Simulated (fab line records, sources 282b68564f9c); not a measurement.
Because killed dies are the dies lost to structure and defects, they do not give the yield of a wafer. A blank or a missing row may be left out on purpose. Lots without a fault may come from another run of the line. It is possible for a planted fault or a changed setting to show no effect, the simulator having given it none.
Which tool is to blame? ; flow rit-cmos ; Sampling: 7 lots, 21 wafers, 2 of 202 route steps

WHAT THE GAUGES READ, wafer by wafer
RIT_SILICIDE_RS_MEAS_02: a four-point-probe measurement.
lot;measured;on;SILICIDE_TI_RS (ohm/sq)
L245;day 3 15:46;film-metro-03;47.5 46.9 47.6
L248;day 4 03:25;film-metro-04;48.7 48.3 49.1
L250;day 4 12:23;film-metro-03;49.6 48.2 48.5
L252;day 5 01:17;film-metro-02;47.0 48.0 47.9
L254;day 5 06:14;film-metro-03;49.3 49.4 49.2
L261;day 6 20:13;film-metro-04;42.5 42.1 42.1
L266;day 7 22:25;film-metro-02;47.5 47.5 48.5

TOOL THAT RAN EACH LOT (tool first, then ch and the chambers of the sampled wafers, then the start)
lot;RIT_SILICIDE_SPUTTER_01
L245;pvd-sputter-02, day 3 15:37
L248;pvd-sputter-01, day 4 03:14
L250;pvd-sputter-01, day 4 12:13
L252;pvd-sputter-01, day 5 01:08
L254;pvd-sputter-01, day 5 06:05
L261;pvd-sputter-03, day 6 20:02
L266;pvd-sputter-01, day 7 22:16
- RIT_SILICIDE_SPUTTER_01: material Ti, target thk 30 nm, time 240 s.

THE ANSWER, worked out from the rows above alone
Rule: usual is defined by the lots themselves. The widest of any qualifying gaps counts: lots, ordered by their means at a reading, are off when they make up no more than a third of the lots, leave a main group of 4 or more, and stand apart from it by 3 or more times the standard deviation of that group's means. A main group is skipped when, at the precision printed for the reading in the tables above, its means are all equal. Also off: a lot with no number at a reading for which 4 or more lots have one. Any other lot the step has rows for is counted as sound.
Off: at RIT_SILICIDE_RS_MEAS_02 (SILICIDE_TI_RS), L261. Mean 48.3 ohm/sq and standard deviation 0.7 in the main group.
A tool fits if, at a process step before that reading, it ran every lot that is off, and no sound lot after the first of them. Those tools and the gauges at RIT_SILICIDE_RS_MEAS_02 are tried in the same way. This does not decide it: 2 tools fit, namely pvd-sputter-03 at RIT_SILICIDE_SPUTTER_01 and film-metro-04 at RIT_SILICIDE_RS_MEAS_02.

WHAT WAS PUT IN BY THE SIMULATOR
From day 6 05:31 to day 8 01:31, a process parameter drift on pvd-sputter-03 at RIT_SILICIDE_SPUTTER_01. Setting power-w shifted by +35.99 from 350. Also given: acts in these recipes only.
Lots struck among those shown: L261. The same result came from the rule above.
